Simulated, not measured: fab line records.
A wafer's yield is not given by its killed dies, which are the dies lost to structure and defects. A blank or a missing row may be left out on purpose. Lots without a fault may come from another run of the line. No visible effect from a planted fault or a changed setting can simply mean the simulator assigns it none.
A struck lot beside a sound one ; flow berkeley_cmos170 ; 29 out of 331 route steps
Sound: these wafers, L595.2, L595.4, L595.6. The struck wafers were L609.2, L609.3, L609.4. At the end, the cause is stated.
Each step with rows lists, per side, the tool, then ch with its chambers, then its first start. Under that, the readings that differ: sound wafers ; struck wafers ; difference of the means ; sigmas: that difference in standard deviations of wafers without a fault.
alike: words and numbers the same on both sides, and readings whose means are apart by under 2 such deviations; not compared: readings that were withheld, readings missing a value for some wafer, numbers with overlapping values and no deviation given by the record, and bounds like >300 which may hide the same value.
Wherever a step has rows on one side only, a row that says differs or no value, or a row with sigmas, the two part there. Non-overlapping numbers with no deviation appear without sigmas and do not part them. Lack of a reading on every wafer of one side parts them only where that side has two or more wafers.

first, 6 steps without rows for these wafers: UCB170_PVT_HMDS_00 (prime time 60 s); UCB170_PVT_COAT_01 (resist thk 900 nm); UCB170_PVT_SOFTBAKE_02 (time 60 s); UCB170_PVT_EXPOSE_03 (exposes mask NWELL, target cd 3000 nm); UCB170_PVT_PEB_04; UCB170_PVT_DEVELOP_05 (develop time 45 s).
UCB170_PVT_OVL_MEAS_06:
  sound on overlay-02, day 7 00:32; struck on overlay-02, day 9 13:53
  alike: PVT_OVL
next, for these wafers, 1 step has no rows: UCB170_PVT_IMPLANT_07.
UCB170_PVT_STRIP_08: strips in O2.
  sound on plasma_asher-01 ch 0,1, day 7 00:43; struck on plasma_asher-03 ch 0,1, day 9 14:04
  alike: drypump_motor_current_A, o2_flow_sccm, oes_product_au, strip_time_to_endpoint_s
  not compared: rf_hours_counter_h
UCB170_PVT_TW_MEAS_09:
  sound on film_metro-04, day 7 00:49; struck on film_metro-02, day 9 14:11
reading;sound;struck;difference;sigmas
PVT_TW;510 508 512;500 499 502;-10;-2
then, 1 step without rows for these wafers: UCB170_GATE_WET_ETCH_00 (etches SiO2 in dHF, time 200 s).
UCB170_FIELD_THK_MEAS_91:
  sound on film_metro-02, day 7 00:56; struck on film_metro-04, day 9 14:22
  alike: FIELD_OXIDE_LEFT_2_THK
UCB170_GATE_OXIDATION_01: target thk 6.6 nm, ox time 1800 s.
  sound on furnace-02 ch 0, day 7 05:06; struck on furnace-02 ch 0, day 9 18:23
reading;sound;struck;difference;sigmas
model.SiO2_of_GATE_OXIDATION_01.thk_nm (nm);6.783 6.799 6.617;8.639 8.545 8.663;+1.883;
  alike: ox_temp_c_max, spike_tc_load_C, tube_center_temp_C
UCB170_GATE_THK_MEAS_02:
  sound on film_metro-03, day 7 06:37; struck on film_metro-02, day 9 19:54
reading;sound;struck;difference;sigmas
GATE_OXIDE_THK (nm);6.81 6.78 6.62;8.59 8.54 8.61;+1.84;+17
then, 2 steps without rows for these wafers: UCB170_GATE_ANNEAL_03 (time 1800 s); UCB170_GATE_CVD_04 (deposits poly-Si from SiH4, time 1440 s, target thk 214 nm).
UCB170_GATE_THK_MEAS_05:
  sound on film_metro-02, day 7 12:53; struck on film_metro-02, day 10 03:07
  alike: GATE_POLY_THK
then, 6 steps without rows for these wafers: UCB170_GATE_COAT_06; UCB170_GATE_COAT_07 (resist thk 900 nm); UCB170_GATE_SOFTBAKE_08 (time 60 s); UCB170_GATE_EXPOSE_09 (exposes mask POLY, target cd 350 nm); UCB170_GATE_PEB_10; UCB170_GATE_DEVELOP_11 (develop time 45 s).
UCB170_GATE_CD_MEAS_12: target cd 350 nm.
  sound on cd_sem-02, day 7 14:34; struck on cd_sem-02, day 10 04:09
reading;sound;struck;difference;sigmas
cd_nm (nm);346.5 346.1 347.5;351.1 349.1 351.1;+3.7;+3
UCB170_GATE_OVL_MEAS_13:
  sound on overlay-02, day 7 14:40; struck on overlay-02, day 10 04:15
  alike: GATE_OVL
UCB170_GATE_ETCH_14: etches BARC in N2/H2.
  sound on rie_diel-01 ch 2,3, day 7 14:42; struck on rie_diel-02 ch 1,3, day 10 04:17
  alike: drypump_motor_current_A, oes_product_au, throttle_valve_pct
UCB170_GATE_ETCH_15: etches poly-Si in HBr/Cl2, stops on SiO2, time 56.3 s, target depth 278.2 nm.
  sound on rie_si-02 ch 1,2,3, day 7 14:44; struck on rie_si-02 ch 0,2,3, day 10 04:20
reading;sound;struck;difference;sigmas
model.SiO2_of_GATE_OXIDATION_01.thk_nm (nm);6.694 6.785 6.617;8.625 8.545 8.625;+1.900;
  alike: drypump_motor_current_A, oes_product_au, throttle_valve_pct
  not compared: rf_hours_counter_h
UCB170_GATE_STRIP_16: strips in O2.
  sound on plasma_asher-04 ch 0,1, day 7 14:47; struck on plasma_asher-04 ch 0,1, day 10 04:22
  alike: drypump_motor_current_A, o2_flow_sccm, oes_product_au
  not compared: rf_hours_counter_h
UCB170_M3_PROBE_99:
  sound on prober-01, day 9 09:58; struck on prober-01, day 11 21:45
reading;sound;struck;difference;sigmas
model.etest.pmos_0p6.r_on_ohm_um;8518 8562 8370;1.014e+04 1.005e+04 1.031e+04;+1.683e+03;
model.etest.pmos_0p35.r_on_ohm_um;4658 4652 4613;5570 5495 5620;+921;
model.etest.nmos_0p6.r_on_ohm_um;2316 2316 2285;2733 2709 2747;+424;
model.etest.nmos_0p35.r_on_ohm_um;1457 1472 1451;1700 1686 1726;+244;
model.etest.pldd.line_ohm_um;1802 1843 1841;2013 1994 2025;+182;
model.etest.pldd.rs_ohm_sq;1073 1118 1107;1278 1264 1278;+174;
model.etest.nmos_turned.drive_ua_um;565.7 567.6 578.5;450.2 453.8 446.7;-120.4;
model.etest.nmos_0p35.drive_ua_um;555 561 570.8;443.5 449.7 443.5;-116.7;

== WHERE THEY PART ==
Earliest at UCB170_PVT_TW_MEAS_09; latest, in this record, at UCB170_GATE_CD_MEAS_12. Later steps at which nothing parts them and some readings are alike: UCB170_GATE_OVL_MEAS_13, UCB170_GATE_ETCH_14, UCB170_GATE_ETCH_15, UCB170_GATE_STRIP_16.

WHY: what had been put in by the simulator
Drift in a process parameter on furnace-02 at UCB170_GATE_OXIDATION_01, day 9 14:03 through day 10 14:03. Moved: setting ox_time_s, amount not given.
